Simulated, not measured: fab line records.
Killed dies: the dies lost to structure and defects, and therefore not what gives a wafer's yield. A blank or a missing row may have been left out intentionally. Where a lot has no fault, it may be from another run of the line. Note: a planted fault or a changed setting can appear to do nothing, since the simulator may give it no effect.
The same fault as seen by 2 desks -- flow berkeley cmos170 -- every desk sees just its own numbers, and what lay behind them comes last

AT THE METROLOGY DESK
Lot by lot, what the gauges showed, no matter which tool ran the lot: averages of those sampled wafers that carry a number. If a lot's mean is further than 4 standard deviations from the usual mean, the lot is out of limits and carries the mark OUT (the distance appears in the brackets).
Columns: A = PSD_RS at UCB170_SDANNEAL_RS_MEAS_02, usual 75.9 ohm/sq; B = NLDD_RS at UCB170_SDANNEAL_RS_MEAS_05, usual 615.6 ohm/sq; C = V2_TEOS_THK at UCB170_V2_THK_MEAS_01, usual 2004 nm
lot,first seen here,A,B,C
L166,day 7 15:29,76.0,615.8,1982
L167,day 8 04:51,75.7,614.6,1998
L170,day 8 04:51,76.1,615.5,2001
L168,day 8 05:04,75.8,617.4,2058
L169,day 8 05:31,76.1,614.9,2072
L172,day 8 21:40,75.6,616.9,2046
L176,day 10 01:01,75.4,615.2,2073
L178,day 10 09:53,76.0,615.5,2073
L182,day 10 21:50,76.2,617.0,1983
L181,day 10 22:14,75.9,616.3,1984
L180,day 10 22:23,75.4,615.5,2006
L186,day 11 14:54,75.4,613.4,1988
L189,day 12 09:43,75.9,615.4,1967
L187,day 12 10:58,76.4,615.7,1969
Finding of this desk: none of the 14 lots has anything out of limits.

TOOL OWNER'S DESK, pecvd-02
The tool's own readings at UCB170_V2_CVD_00 (deposits SiO2 from TEOS/O2, target thk 2000 nm, time 250 s): means of the sampled wafers that have a number, for each lot that ran on this tool. If a lot's mean is further than 4 standard deviations from the usual mean, the lot is out of limits and carries the mark OUT (the distance appears in the brackets).
Columns: A = heater power w at UCB170_V2_CVD_00, usual 251 W; B = run length s at UCB170_V2_CVD_00, usual 277.6 s
lot,first seen here,A,B
L170,day 8 23:43,240,277.6
L176,day 10 15:18,218,285.5 (+17) OUT
L178,day 11 08:17,253,285.4 (+17) OUT
This desk's finding: out of limits on L176, L178; first on L176, day 10 15:18 (run length s at UCB170_V2_CVD_00). In limits: L170.

TAKEN TOGETHER
An alarm could have come from the tool owner's desk at day 10 15:18, on L176, L178.
At the metrology desk, nothing out of limits was observed.
The metrology desk holds a record of L176, L178, inside its limits.
UCB170_V2_CVD_00 was run on pecvd-02 by each of the lots named.

WHAT THE SIMULATOR HAD INSERTED
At UCB170_V2_CVD_00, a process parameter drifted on pecvd-02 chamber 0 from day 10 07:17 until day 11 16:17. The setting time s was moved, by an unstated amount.
Shown lots that were struck: L176, L178.
Delay in hours, fault start to first out-of-limits reading, by desk: the tool owner's desk at 8.
